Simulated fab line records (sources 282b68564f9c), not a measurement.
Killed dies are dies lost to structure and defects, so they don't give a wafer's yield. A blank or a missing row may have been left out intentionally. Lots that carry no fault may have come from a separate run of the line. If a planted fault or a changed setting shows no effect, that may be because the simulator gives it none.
Problem report, 8D (eight disciplines) form, completed by code | flow rit-cmos | the parts of the form that need people (team, actions taken, sign-off) are left out

1. THE ISSUE
Across 12 wafers from 4 lots, PLDD_OVL at RIT_PLDD_OVL_MEAS_06 averages 242.5 nm, while fault-free wafers read 1.2 nm with a standard deviation of 1.5. So: +99 or more standard deviations from the usual mean.
First observed at day 6 04:10: wafer L934.3, on overlay-02. The record has a number at this step for 48 wafers belonging to 16 lots. Rule for "out" (also "out of limits"): further than 4 standard deviations from the usual mean. All remaining wafers that have a number are taken as sound.

2. WHAT IT IS AND WHAT IT IS NOT
question                    | is                     | is not
which readings at this step | PLDD_OVL               | -
which lots                  | L934, L936, L937, L940 | L919, L921, L923, L926, L927, L928, L929, L930, L933, L939, L941, L942
which wafers of those lots  | all that have a number | -
read on which gauges        | overlay-01, overlay-02 | -
when                        | from day 6 04:10       | up to then (27 sound wafers); but 9 sound wafers of L939, L941, L942 came after

3. SUSPECTS, AND WHAT RULES EACH OUT
Counting: any tool at a process step up to the reading is kept as a suspect provided that every lot that is out went through it and no sound lot did after the first of them.
- ruled out: the gauge at RIT_PLDD_OVL_MEAS_06. 2 gauges (overlay-01, overlay-02) read the wafers that are out.
- iline-stepper-02 at RIT_PLDD_EXPOSE_03 (exposes mask M8, target cd 40900 nm): kept. It processed each lot that is out, first L934 at day 6 03:44, and no sound lot thereafter; up to then, the last sound lot it processed was L930 at day 5 06:46.
After counting, what remains is iline-stepper-02 at RIT_PLDD_EXPOSE_03.

4. THE CAUSE (what the simulator had put in)
Scanner matching overlay: iline-stepper-02, from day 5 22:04 on, at RIT_PLDD_EXPOSE_03. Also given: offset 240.
This tool alone remained once counting was done.

5. SEQUENCE OF EFFECTS, ordered by route
Rows list readings where the struck wafers' mean (over those with a number) sits beyond 3 standard deviations from the usual. Scope: only readings with a usual standard deviation given in the record; hours: median across lots of the time from each lot's start at the first step in this table that gives one to its start at this step; sigmas: change in usual standard deviations.
hours | step                 | reading  | usual  | on struck wafers | change | sigmas
0     | RIT_PLDD_OVL_MEAS_06 | PLDD_OVL | 1.2 nm | 242.5            | +241.3 | +99 or more

6. HOW IT WOULD HAVE BEEN CAUGHT EARLIER
6 hours passed between the start of the fault at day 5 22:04 and the first reading out of limits at a measuring or inspecting step in this record, taken at day 6 04:10.
Of the lots that are out (4), L936, L937, L940 began RIT_PLDD_EXPOSE_03 on iline-stepper-02 after day 6 04:10. A hold on the tool at that time would have spared those 3.
